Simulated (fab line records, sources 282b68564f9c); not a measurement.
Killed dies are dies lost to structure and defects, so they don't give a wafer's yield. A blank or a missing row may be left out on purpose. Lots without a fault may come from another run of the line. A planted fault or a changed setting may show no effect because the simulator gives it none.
A struck lot beside a sound one | flow rit_cmos | 19 steps out of a route of 202
Sound: wafers L754.1, L754.5, L754.6. Struck: wafers L766.2, L766.3, L766.5. The cause comes at the end.
At each step with rows: each side's tool, then ch and its chambers, then its first start. Under that, the readings that differ: sound wafers | struck wafers | difference of the means | sigmas: that difference in standard deviations of wafers without a fault.
alike: readings whose means differ by less than 2 such deviations, and words and numbers that are the same on both sides. not compared: withheld readings, readings that some wafer has no value for, bounds like >300 that may hide the same value, and numbers for which the record gives no deviation and whose values overlap.
The two part at a step that has a row with sigmas, a row that says differs or no value, or rows on one side only. Numbers that don't overlap but have no deviation are shown without sigmas and don't part them. A reading that every wafer of one side lacks parts them only if that side has two wafers or more.

RIT_ACTIVE_BOW_MEAS_00:
  sound on film_metro-03, day 1 10:00; struck on film_metro-02, day 3 22:01
  alike: INCOMING_BOW
then, 1 step without rows for these wafers: RIT_ACTIVE_OXIDATION_01 (target thk 46.8 nm, ox time 3209 s).
RIT_ACTIVE_THK_MEAS_02:
  sound on film_metro-03, day 1 12:03; struck on film_metro-01, day 4 00:35
  alike: ACTIVE_OXIDE_THK
RIT_ACTIVE_CVD_03: deposits Si3N4 from SiH2Cl2/NH3, target thk 150 nm, time 1500 s.
  sound on lpcvd-02 ch 1, day 1 12:07; struck on lpcvd-01 ch 0, day 4 00:38
  reading                                  | sound             | struck            | difference | sigmas
  model.Si3N4_of_ACTIVE_CVD_03.thk_nm (nm) | 150.6 151.7 150.1 | 214.5 214.7 213.9 | +63.6      |
RIT_ACTIVE_THK_MEAS_04:
  sound on film_metro-01, day 1 14:14; struck on film_metro-01, day 4 02:04
  reading                 | sound             | struck            | difference | sigmas
  ACTIVE_NITRIDE_THK (nm) | 150.5 151.7 150.1 | 214.6 214.8 214.1 | +63.7      | +46
then, 6 steps without rows for these wafers: RIT_ACTIVE_HMDS_05 (prime time 60 s); RIT_ACTIVE_COAT_06 (resist thk 1000 nm); RIT_ACTIVE_SOFTBAKE_07 (time 60 s); RIT_ACTIVE_EXPOSE_08 (exposes mask M1, target cd 1400 nm); RIT_ACTIVE_PEB_09; RIT_ACTIVE_DEVELOP_10 (develop time 50 s).
RIT_ACTIVE_CD_MEAS_11: target cd 1400 nm.
  sound on cd_sem-01, day 1 15:09; struck on cd_sem-01, day 4 02:59
  alike: cd_nm
then, 1 step without rows for these wafers: RIT_ACTIVE_HARDBAKE_12 (time 60 s).
RIT_ACTIVE_ETCH_13: etches Si3N4 in SF6, stops on SiO2, time 210 s, target depth 210 nm.
  sound on rie_diel-01 ch 0,1, day 1 15:25; struck on rie_diel-02 ch 2,3, day 4 03:14
  reading                            | sound             | struck            | difference | sigmas
  oes_product_au (a.u.)              | 0.838 0.835 0.801 | 0.979 0.965 0.976 | +0.149     | +11
  model.etch.depth_nm (nm)           | 150.6 151.7 150.1 | 214.5 205.9 213.9 | +60.6      |
  model.ACTIVE.feature_depth_nm (nm) | 153.5 154.7 150.1 | 216.6 205.9 215.7 | +60.0      |
  alike: drypump_motor_current_A, throttle_valve_pct
  not compared: rf_hours_counter_h, model.SiO2_of_ACTIVE_OXIDATION_01.thk_nm
RIT_ACTIVE_STRIP_14: strips in O2, time 180 s.
  sound on plasma_asher-01 ch 0,1, day 1 15:33; struck on plasma_asher-01 ch 0,1, day 4 03:22
  alike: drypump_motor_current_A
  not compared: rf_hours_counter_h
RIT_ACTIVE_CD_MEAS_90: target cd 1400 nm.
  sound on cd_sem-02, day 1 15:44; struck on cd_sem-01, day 4 03:34
  alike: cd_nm
then, 1 step without rows for these wafers: RIT_ACTIVE_CLEAN_15 (cleans in SC1, time 600 s).
RIT_ACTIVE_CLEAN_16: cleans in dHF, time 30 s.
  sound on wet_bench-03 ch 3, day 1 16:01; struck on wet_bench-01 ch 3, day 4 03:50
  reading                                  | sound             | struck            | difference | sigmas
  model.Si3N4_of_ACTIVE_CVD_03.thk_nm (nm) | 149.7 150.9 149.3 | 213.7 213.8 213.1 | +63.6      |
then, 1 step without rows for these wafers: RIT_ACTIVE_CLEAN_17 (cleans in SC2, time 600 s).

WHERE THEY PART
First at RIT_ACTIVE_THK_MEAS_04; last, within this record, at RIT_ACTIVE_ETCH_13. Later steps at which nothing parts them and some readings are alike: RIT_ACTIVE_STRIP_14, RIT_ACTIVE_CD_MEAS_90.

WHY: what the simulator had put in
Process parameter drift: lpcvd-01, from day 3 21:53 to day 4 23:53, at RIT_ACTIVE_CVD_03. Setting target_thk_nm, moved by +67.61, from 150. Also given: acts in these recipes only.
